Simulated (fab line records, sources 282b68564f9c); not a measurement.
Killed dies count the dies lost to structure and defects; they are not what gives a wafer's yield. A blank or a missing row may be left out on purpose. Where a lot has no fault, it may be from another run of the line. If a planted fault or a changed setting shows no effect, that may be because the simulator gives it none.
Code-filled problem report in 8D (eight disciplines) form | flow ritCmos | the parts of the form that need people (team, actions taken, sign-off) are left out

== 1. PROBLEM STATEMENT ==
chamberPressurePa at RIT_M1_SPUTTER_00 reads a mean of 0.4181 Pa on 6 wafers of 2 lots; wafers without a fault read 0.4001 Pa with a standard deviation of 0.00078. That is +23 standard deviations from the usual mean.
The step: material Al, target thk 400 nm, time 522.4 s.
Earliest sighting: wafer L176.4 on pvdSputter-03 at day 5 22:35. At this step, 18 wafers from 6 lots have a number in the record. Rule for "out" (also "out of limits"): further than 4 standard deviations from the usual mean. The other wafers with a number count as sound.

== 2. WHAT IT IS; WHAT IT IS NOT ==
question                    | is                     | is not
which readings at this step | chamberPressurePa      | -
which lots                  | L176, L180             | L168, L170, L183, L186
which wafers of those lots  | all that have a number | -
read on which tools         | pvdSputter-03          | pvdSputter-02, pvdSputter-04
when                        | from day 5 22:35       | up to then (6 sound wafers); but 6 sound wafers of L183, L186 came after

== 3. THE SUSPECTS, EACH WITH WHAT RULES IT OUT ==
Counting: a tool at a process step up to the reading stays a suspect if it ran every lot that is out and no sound lot after the first of them.
- pvdSputter-03 at RIT_M1_SPUTTER_00 (material Al, target thk 400 nm, time 522.4 s): kept. It processed each lot that is out, first L176 at day 5 22:35, and no sound lot thereafter; up to then, the last sound lot it processed was L170 at day 4 19:28. Its own chamberPressurePa readings are out on those wafers.
Remaining after the count: pvdSputter-03 at RIT_M1_SPUTTER_00.

== 4. THE CAUSE (what the simulator had put in) ==
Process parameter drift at RIT_M1_SPUTTER_00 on pvdSputter-03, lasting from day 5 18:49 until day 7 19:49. The setting chamberPressurePa was moved by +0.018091, starting from 0.4. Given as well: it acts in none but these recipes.
The count eliminated every tool but this one.

== 5. THE EFFECT CHAIN, in route order ==
Each row: a reading whose mean over the struck wafers that have a number lies more than 3 standard deviations from the usual. Only readings for which the record gives a usual standard deviation are gone through. hours: the time from each lot's start at the first step in this table that gives one to its start at this step, as a median over the lots. sigmas: the change in usual standard deviations.
hours | step              | reading           | usual     | on struck wafers | change  | sigmas
0     | RIT_M1_SPUTTER_00 | chamberPressurePa | 0.4001 Pa | 0.4181           | +0.0180 | +23
It contains these process steps:
- RIT_M1_SPUTTER_00: material Al, target thk 400 nm, time 522.4 s.
At these later measuring or inspecting steps, every struck wafer for which the step has a row has a number for every such reading, and none has moved that far: RIT_M1_RS_MEAS_01.

== 6. WHAT WOULD HAVE CAUGHT IT SOONER ==
The fault began at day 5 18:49; the first out-of-limits reading in this record came at day 5 22:35, 4 hours later.
